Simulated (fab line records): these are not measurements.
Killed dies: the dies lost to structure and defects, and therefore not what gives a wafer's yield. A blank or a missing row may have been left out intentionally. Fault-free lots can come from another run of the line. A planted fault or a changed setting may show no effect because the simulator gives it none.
8D (eight disciplines) problem report, filled in by code -- flow ritCmos -- the parts of the form that need people (team, actions taken, sign-off) are left out

== 1. PROBLEM STATEMENT ==
Wafers free of any fault read 116.0 ohm/sq (standard deviation 0.3) for PSD_RS at RIT_SDANNEAL_RS_MEAS_04, against a mean of 94.1 ohm/sq on 6 wafers of 2 lots. That puts it -73 standard deviations away from the usual mean.
The step: measures by four-point-probe.
First seen on wafer L156.2, day 3 22:34, on filmMetro-03. At this step, 42 wafers from 14 lots have a number in the record. Rule for "out" (also "out of limits"): further than 4 standard deviations from the usual mean. The other wafers with a number count as sound.

== 2. WHAT IT IS, WHAT IT ISN'T ==
question,is,is not
which readings at this step,PSD_RS,-
which lots,"L156, L158","L152, L154, L155, L165, L167, L169, L170, L171, L172, L173, L174, L175"
which wafers of those lots,all that have a number,-
read on which gauges,filmMetro-03,"filmMetro-02, filmMetro-04"
when,from day 3 22:34,"up to then (9 sound wafers); but 27 sound wafers of L165, L167, L169, L170, L171, L172, L173, L174, L175 came after"

== 3. THE SUSPECTS, EACH WITH WHAT RULES IT OUT ==
Counting: a tool stays on the suspect list if, at a process step up to the reading, it processed all lots that are out and no sound lot following the first of them.
- the gauge at RIT_SDANNEAL_RS_MEAS_04 is ruled out. All the wafers that are out were read on filmMetro-03, but those of them that RIT_SDANNEAL_RTA_03 has rows for are out there too, on other tools.
- plasmaAsher-01 at RIT_GATE_STRIP_20 (strips in O2, time 180 s): ruled out as a lasting fault. The sound lots L174 went through it after L156, its earliest lot that is out (day 3 10:07).
- rtpAnneal-02 at RIT_SDANNEAL_RTA_03 (time 5 s): ruled out as a lasting fault. The sound lots L170, L172, L174 went through it after L156, its earliest lot that is out (day 3 22:30).
Left after counting: nothing in the record.

== 4. THE CAUSE (what the simulator had put in) ==
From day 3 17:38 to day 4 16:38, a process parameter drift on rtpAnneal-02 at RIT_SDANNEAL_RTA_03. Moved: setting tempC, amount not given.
The count ruled it out by mistake, since the rule takes a fault to strike every lot its tool runs from the start of the fault on, and this one did not do so.

== 5. THE EFFECT CHAIN, in route order ==
One row per reading whose mean, taken over the struck wafers that have a number, lies over 3 standard deviations from the usual. Only readings whose record carries a usual standard deviation are examined. hours: median over the lots of the time between each lot's start at the first step of this table that gives one and its start at this step. sigmas: the change, counted in usual standard deviations.
hours,step,reading,usual,on struck wafers,change,sigmas
0,RIT_SDANNEAL_RTA_03,wafer_temp_C_max,1053.6,1086.6,+33.0,+30
0,RIT_SDANNEAL_RS_MEAS_04,PSD_RS,116.0 ohm/sq,94.1,-21.9,-73
0,RIT_SDANNEAL_RS_MEAS_06,PLDD_RS,178.6 ohm/sq,159.6,-19.0,-40
Process steps it contains:
- RIT_SDANNEAL_RTA_03: time 5 s.
Later measuring or inspecting steps at which every struck wafer that the step has a row for has a number for every such reading, and none has moved that far: RIT_SDANNEAL_RS_MEAS_05, RIT_M1_BOW_MEAS_16.

== 6. WHAT WOULD HAVE CAUGHT IT SOONER ==
Counted from the fault's start at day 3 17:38, it took 5 hours until the first out-of-limits reading at a measuring or inspecting step in this record, taken at day 3 22:34.
Tool's own readings at RIT_SDANNEAL_RTA_03, wafer_temp_C_max: out on all struck wafers the step has rows for; an alarm limit on them would have tripped on the first.
